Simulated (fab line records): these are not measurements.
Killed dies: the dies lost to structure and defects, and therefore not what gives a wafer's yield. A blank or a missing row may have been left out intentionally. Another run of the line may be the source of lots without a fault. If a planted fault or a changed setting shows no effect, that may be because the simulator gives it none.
Comparing a struck lot with a sound one || flow berkeleyCmos170 || 16 steps out of a route of 331
Sound: these wafers, L126.1, L126.2, L126.6. Wafers L128.1, L128.2, L128.4 were the ones struck. The cause is named last.
Order at every step that has rows: each side's tool, ch and its chambers, its first start. Under that, the readings that differ: sound wafers || struck wafers || difference of the means || sigmas: that difference in standard deviations of wafers without a fault.
alike: same words and numbers on both sides, and readings whose means sit less than 2 such deviations apart. not compared: any withheld reading, any reading some wafer has no value for, any bound like >300 that may hide the same value, and any number with overlapping values for which the record gives no deviation.
The two part at a step that has a row with sigmas, a row that says differs or no value, or rows on one side only. Numbers that don't overlap but have no deviation are shown without sigmas and don't part them. A reading that every wafer of one side lacks parts them only if that side has two wafers or more.

first, 5 steps without rows for these wafers: UCB170_M1_COAT_04 (resist thk 900 nm); UCB170_M1_SOFTBAKE_05 (time 60 s); UCB170_M1_EXPOSE_06 (exposes mask METAL1, target cd 700 nm); UCB170_M1_PEB_07; UCB170_M1_DEVELOP_08 (develop time 45 s).
UCB170_M1_CD_MEAS_09: target cd 700 nm.
  sound: cdSem-02 at day 7 07:15; struck: cdSem-02 at day 7 16:07
  alike: cdNm
UCB170_M1_OVL_MEAS_10:
  sound: overlay-01 at day 7 07:22; struck: overlay-02 at day 7 16:14
  alike: M1_OVL
UCB170_M1_ETCH_11: etches BARC in N2/H2.
  sound on rieDiel-01 ch 0,3, day 7 07:24; struck on rieDiel-04 ch 1,2,3, day 7 16:16
  alike: drypumpMotorCurrentA, oesProductAu, throttleValvePct
UCB170_M1_METAL_ETCH_12: etches Al in Cl2/BCl3, stops on PSG, target depth 780 nm, time 130 s.
  sound on rieMetal-04 ch 0,1, day 7 07:27; struck on rieMetal-04 ch 0,1, day 7 16:19
  alike: drypumpMotorCurrentA, oesProductAu, throttleValvePct
  not compared: rfHoursCounterH
UCB170_M1_STRIP_13: strips in O2.
  sound on plasmaAsher-01 ch 0,1, day 7 07:35; struck on plasmaAsher-04 ch 0,1, day 7 16:27
  alike: drypumpMotorCurrentA, oesProductAu
  not compared: rfHoursCounterH
UCB170_M1_CD_MEAS_90: target cd 700 nm.
  sound: cdSem-02 at day 7 07:51; struck: cdSem-02 at day 7 16:33
  alike: cdNm
then, 1 step without rows for these wafers: UCB170_M1_ANNEAL_14 (time 1200 s).
UCB170_V1_CVD_00: deposits SiO2 from TEOS/O2, target thk 2000 nm, time 250 s.
  sound on pecvd-02 ch 1,2, day 7 14:19; struck on pecvd-02 ch 0,1, day 7 19:50
  alike: heaterPowerW
UCB170_V1_THK_MEAS_01:
  sound: filmMetro-04 at day 7 14:29; struck: filmMetro-02 at day 7 20:03
{"reading": "V1_TEOS_THK (nm)", "sound": "2005 1950 2027", "struck": "3971 3998 4048", "difference": "+2012", "sigmas": "+67"}
UCB170_V1_CMP_02: polishes SiO2.
  sound on cmp-01 ch 1,2,3, day 7 14:32; struck on cmp-01 ch 1,2,3, day 7 20:07
  alike: motorCurrentA, platenRpm
next, for these wafers, 1 step has no rows: UCB170_M3_PROBE_99.

== WHERE THEY PART ==
Within this record, at UCB170_V1_THK_MEAS_01 only. Later steps at which nothing parts them and some readings are alike: UCB170_V1_CMP_02.

WHY: the cause the simulator had injected
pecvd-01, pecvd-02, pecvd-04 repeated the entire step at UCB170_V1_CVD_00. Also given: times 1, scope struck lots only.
